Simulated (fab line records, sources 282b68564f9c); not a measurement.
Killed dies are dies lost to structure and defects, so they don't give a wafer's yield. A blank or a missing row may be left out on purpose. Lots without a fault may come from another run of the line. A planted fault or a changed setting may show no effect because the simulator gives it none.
A struck lot beside a sound one | flow rit_cmos | 44 steps out of a route of 202
Sound: wafers L222.3, L222.5, L222.6. Struck: wafers L233.3, L233.4, L233.5. The cause comes at the end.
At each step with rows: each side's tool, then ch and its chambers, then its first start. Under that, the readings that differ: sound wafers | struck wafers | difference of the means | sigmas: that difference in standard deviations of wafers without a fault.
alike: readings whose means differ by less than 2 such deviations, and words and numbers that are the same on both sides. not compared: withheld readings, readings that some wafer has no value for, bounds like >300 that may hide the same value, and numbers for which the record gives no deviation and whose values overlap.
The two part at a step that has a row with sigmas, a row that says differs or no value, or rows on one side only. Numbers that don't overlap but have no deviation are shown without sigmas and don't part them. A reading that every wafer of one side lacks parts them only if that side has two wafers or more.

RIT_NSD_TW_MEAS_10:
  sound on film_metro-03, day 3 15:02; struck on film_metro-04, day 6 04:48
  alike: NSD_TW
then, 6 steps without rows for these wafers: RIT_PSD_HMDS_00 (prime time 60 s); RIT_PSD_COAT_01 (resist thk 1000 nm); RIT_PSD_SOFTBAKE_02 (time 60 s); RIT_PSD_EXPOSE_03 (exposes mask M10, target cd 40900 nm); RIT_PSD_PEB_04; RIT_PSD_DEVELOP_05 (develop time 50 s).
RIT_PSD_OVL_MEAS_06:
  sound on overlay-02, day 3 16:04; struck on overlay-02, day 6 05:45
  alike: PSD_OVL
then, 2 steps without rows for these wafers: RIT_PSD_HARDBAKE_07 (time 60 s); RIT_PSD_IMPLANT_08.
RIT_PSD_STRIP_09: strips in O2, time 180 s.
  sound on plasma_asher-04 ch 0,1, day 3 16:40; struck on plasma_asher-02 ch 0,1, day 6 06:08
  alike: chamber_pressure_mTorr, drypump_motor_current_A, o2_flow_sccm
  not compared: rf_hours_counter_h
RIT_PSD_TW_MEAS_10:
  sound on film_metro-04, day 3 16:47; struck on film_metro-03, day 6 06:16
  reading | sound          | struck         | difference | sigmas
  PSD_TW  | 3398 3421 3406 | 3469 3462 3459 | +55        | +3
RIT_SDANNEAL_CLEAN_00: cleans in SC1, time 600 s.
  sound on wet_bench-01 ch 1, day 3 16:50; struck on wet_bench-01 ch 2, day 6 06:19
  reading          | sound       | struck      | difference | sigmas
  run_length_s (s) | 628 628 628 | 418 418 418 | -210       | -57
then, 3 steps without rows for these wafers: RIT_SDANNEAL_CLEAN_01 (cleans in dHF, time 30 s); RIT_SDANNEAL_CLEAN_02 (cleans in SC2, time 600 s); RIT_SDANNEAL_RTA_03 (time 5 s).
RIT_SDANNEAL_RS_MEAS_04: measures by four-point-probe.
  sound on film_metro-04, day 3 17:18; struck on film_metro-03, day 6 06:49
  alike: PSD_RS
RIT_SDANNEAL_RS_MEAS_05: measures by four-point-probe.
  sound on film_metro-04, day 3 17:25; struck on film_metro-03, day 6 06:56
  alike: NSD_RS
RIT_SDANNEAL_RS_MEAS_06: measures by four-point-probe.
  sound on film_metro-04, day 3 17:32; struck on film_metro-03, day 6 07:03
  alike: PLDD_RS
RIT_SDANNEAL_RS_MEAS_07: measures by four-point-probe.
  sound on film_metro-04, day 3 17:40; struck on film_metro-03, day 6 07:10
  alike: NLDD_RS
then, 2 steps without rows for these wafers: RIT_SILICIDE_WET_ETCH_00 (etches SiO2 in BOE, target depth 14 nm, time 15.47 s); RIT_SILICIDE_SPUTTER_01 (material Ti, target thk 30 nm, time 240 s).
RIT_SILICIDE_RS_MEAS_02: measures by four-point-probe.
  sound on film_metro-04, day 3 17:56; struck on film_metro-01, day 6 07:27
  alike: SILICIDE_TI_RS
RIT_SILICIDE_THK_MEAS_03: measures by xrf.
  sound on film_metro-04, day 3 18:02; struck on film_metro-01, day 6 07:33
  alike: SILICIDE_TI_THK
then, 2 steps without rows for these wafers: RIT_SILICIDE_RTA_04 (time 10 s, ramp up 5 s, ramp down 5 s); RIT_SILICIDE_WET_ETCH_05 (etches Ti in SPM, time 120 s).
RIT_SILICIDE_RTA_06: time 10 s, ramp up 5 s, ramp down 10 s.
  sound on rtp_anneal-02 ch 0, day 3 18:13; struck on rtp_anneal-02 ch 0, day 6 07:44
  alike: wafer_temp_C_max
RIT_CONTACT_CVD_00: deposits SiO2 from TEOS, target thk 400 nm, time 59.75 s.
  sound on pecvd-03 ch 0,2, day 3 18:16; struck on pecvd-04 ch 0,2, day 6 07:46
  alike: heater_power_w, susceptor_temp_C
RIT_CONTACT_THK_MEAS_01:
  sound on film_metro-02, day 3 18:20; struck on film_metro-02, day 6 07:50
  alike: CONTACT_TEOS_THK
then, 6 steps without rows for these wafers: RIT_CONTACT_HMDS_02 (prime time 60 s); RIT_CONTACT_COAT_03 (resist thk 1000 nm); RIT_CONTACT_SOFTBAKE_04 (time 60 s); RIT_CONTACT_EXPOSE_05 (exposes mask M11, target cd 1000 nm); RIT_CONTACT_PEB_06; RIT_CONTACT_DEVELOP_07 (develop time 120 s).
RIT_CONTACT_CD_MEAS_08: target cd 1000 nm.
  sound on cd_sem-01, day 3 19:30; struck on cd_sem-01, day 6 09:01
  alike: cd_nm
RIT_CONTACT_OVL_MEAS_09:
  sound on overlay-02, day 3 19:35; struck on overlay-01, day 6 09:06
  alike: CONTACT_OVL
then, 1 step without rows for these wafers: RIT_CONTACT_HARDBAKE_10 (time 60 s).
RIT_CONTACT_ETCH_11: etches SiO2 in CHF3/CF4/Ar, stops on TiSi2, target depth 480 nm, time 320 s.
  sound on rie_diel-03 ch 1,2, day 3 19:46; struck on rie_diel-04 ch 0,1,2, day 6 09:23
  alike: chamber_pressure_mTorr, drypump_motor_current_A, oes_product_au, throttle_valve_pct
  not compared: rf_hours_counter_h
RIT_CONTACT_STRIP_12: strips in O2, time 180 s.
  sound on plasma_asher-02 ch 0,1, day 3 20:01; struck on plasma_asher-01 ch 0,1, day 6 09:38
  alike: chamber_pressure_mTorr, drypump_motor_current_A, o2_flow_sccm
  not compared: rf_hours_counter_h
RIT_CONTACT_CD_MEAS_90: target cd 1000 nm.
  sound on cd_sem-02, day 3 20:10; struck on cd_sem-02, day 6 09:48
  alike: cd_nm
then, 1 step without rows for these wafers: RIT_CONTACT_CLEAN_13 (cleans in SC1, time 600 s).
RIT_M1_METAL_ETCH_12: etches Al in Cl2/BCl3, stops on SiO2, time 165 s, target depth 600 nm.
  sound on rie_metal-03 ch 0,1, day 3 22:37; struck on rie_metal-03 ch 0,1, day 6 12:39
  reading               | sound             | struck            | difference | sigmas
  oes_product_au (a.u.) | 0.777 0.787 0.781 | 0.760 0.765 0.760 | -0.020     | -2
  model.M1.cd_nm (nm)   | 2606 2603 2603    | 2621 2620 2619    | +16        |
  alike: chamber_pressure_mTorr, drypump_motor_current_A, he_backside_leak_sccm, throttle_valve_pct
  not compared: rf_hours_counter_h
RIT_M1_PROBE_99:
  sound on prober-01, day 4 00:55; struck on prober-02, day 6 14:57
  alike: killed_at_contacts, killed_at_front_end, killed_dies, killed_open, killed_short

WHERE THEY PART
First at RIT_PSD_TW_MEAS_10; last, within this record, at RIT_M1_METAL_ETCH_12. Later steps at which nothing parts them and some readings are alike: RIT_M1_PROBE_99.

WHY: what the simulator had put in
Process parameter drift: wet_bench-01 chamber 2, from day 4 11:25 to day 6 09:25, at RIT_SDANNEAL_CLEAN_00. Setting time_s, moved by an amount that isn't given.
